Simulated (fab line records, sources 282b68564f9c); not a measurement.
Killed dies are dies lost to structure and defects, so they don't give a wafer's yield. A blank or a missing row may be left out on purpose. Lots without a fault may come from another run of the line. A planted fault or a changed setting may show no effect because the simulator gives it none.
Which tool did it? | flow rit_cmos | 15 lots, 45 wafers sampled, at 2 steps of a route of 202

WHAT THE GAUGES READ, wafer by wafer
RIT_NRETRO_TW_MEAS_10. Usual: NRETRO_TW 1045, standard deviation 9.7.
lot  | measured    | on            | NRETRO_TW         | flag
L361 | day 2 08:34 | film_metro-04 | 1054 1050 1052    |
L362 | day 2 12:49 | film_metro-02 | 1053 1045 1050    |
L363 | day 2 17:20 | film_metro-04 | 1049 1052 1055    |
L364 | day 2 22:02 | film_metro-02 | 1051 1051 1049    |
L368 | day 3 20:46 | film_metro-04 | 1046 1052 1044    |
L371 | day 4 11:20 | film_metro-04 | 30 30 30 30 30 30 | OFF
L372 | day 4 14:55 | film_metro-04 | 30 30 30 30 30 30 | OFF
L373 | day 4 20:10 | film_metro-02 | 30 30 30 30 30 30 | OFF
L375 | day 5 09:02 | film_metro-04 | 1046 1044 1045    |
L379 | day 6 01:35 | film_metro-04 | 1042 1038 1040    |
L380 | day 6 05:44 | film_metro-03 | 1031 1026 1030    |
L381 | day 6 12:22 | film_metro-04 | 1044 1036 1048    |
L382 | day 6 17:48 | film_metro-03 | 1022 1033 1025    |
L383 | day 6 22:22 | film_metro-03 | 1028 1028 1034    |
L384 | day 7 02:46 | film_metro-03 | 1040 1043 1043    |

WHICH TOOL RAN EACH LOT (tool, then ch and the chambers of the sampled wafers, then the start)
lot  | RIT_PWELL_STRIP_09
L361 | plasma_asher-04 ch 0,1, day 2 00:28
L362 | plasma_asher-02 ch 0, day 2 05:26
L363 | plasma_asher-04 ch 0,1, day 2 09:51
L364 | plasma_asher-03 ch 0,1, day 2 14:35
L368 | plasma_asher-03 ch 0,1, day 3 13:35
L371 | plasma_asher-04 ch 0,1, day 4 03:24
L372 | plasma_asher-04 ch 0,1, day 4 07:04
L373 | plasma_asher-04 ch 0,1, day 4 11:58
L375 | plasma_asher-03 ch 0,1, day 5 02:01
L379 | plasma_asher-03 ch 0,1, day 5 18:16
L380 | plasma_asher-03 ch 0,1, day 5 22:06
L381 | plasma_asher-04 ch 0,1, day 6 05:19
L382 | plasma_asher-04 ch 0,1, day 6 10:04
L383 | plasma_asher-03 ch 0,1, day 6 14:31
L384 | plasma_asher-03 ch 0,1, day 6 19:32
- RIT_PWELL_STRIP_09: strips in O2, time 180 s.

WHAT THE TOOLS THEMSELVES READ (means of the sampled wafers that have a number; where no wafer has one, the mark that the record gives instead)
RIT_PWELL_STRIP_09. Usual: chamber_pressure_mTorr 4000 mTorr, standard deviation 4.1; drypump_motor_current_A 5.7 A, standard deviation 0.36.
lot  | tool            | chamber_pressure_mTorr (mTorr) | drypump_motor_current_A (A) | flag
L361 | plasma_asher-04 | 4000                           | 5.9                         |
L362 | plasma_asher-02 | 4001                           | 5.9                         |
L363 | plasma_asher-04 | 4001                           | 6.1                         |
L364 | plasma_asher-03 | 3996                           | 5.3                         |
L368 | plasma_asher-03 | 3999                           | 5.4                         |
L371 | plasma_asher-04 | -                              | -                           | OFF
L372 | plasma_asher-04 | -                              | -                           | OFF
L373 | plasma_asher-04 | -                              | -                           | OFF
L375 | plasma_asher-03 | 3998                           | 5.3                         |
L379 | plasma_asher-03 | 4002                           | 5.4                         |
L380 | plasma_asher-03 | 4001                           | 5.3                         |
L381 | plasma_asher-04 | 4004                           | 5.9                         |
L382 | plasma_asher-04 | 3998                           | 5.9                         |
L383 | plasma_asher-03 | 4004                           | 5.5                         |
L384 | plasma_asher-03 | 4000                           | 5.4                         |

THE ANSWER, worked out from the rows above alone
Rule: a lot is off if the mean of its wafers that have a number lies more than 3 standard deviations from the usual mean. A lot without any number at a reading at which 4 lots or more have one is off too. The other lots that the step has rows for count as sound. The gauges are gone through in route order, then the tools' own readings, and for those a lot's mean is taken as printed above. The first step at which some lot is off is used, and at that step the reading that is off furthest; a lot without a number counts as furthest.
Off: L371, L372, L373, at RIT_NRETRO_TW_MEAS_10 (NRETRO_TW).
A tool fits if, at a process step before that reading, it ran every lot that is off, and no sound lot after the first of them. The gauges at RIT_NRETRO_TW_MEAS_10 aren't tried: what is off there is off at RIT_PWELL_STRIP_09 too, on other tools, and a gauge's error can't cause that. None of those tried fits.

WHAT THE SIMULATOR HAD PUT IN
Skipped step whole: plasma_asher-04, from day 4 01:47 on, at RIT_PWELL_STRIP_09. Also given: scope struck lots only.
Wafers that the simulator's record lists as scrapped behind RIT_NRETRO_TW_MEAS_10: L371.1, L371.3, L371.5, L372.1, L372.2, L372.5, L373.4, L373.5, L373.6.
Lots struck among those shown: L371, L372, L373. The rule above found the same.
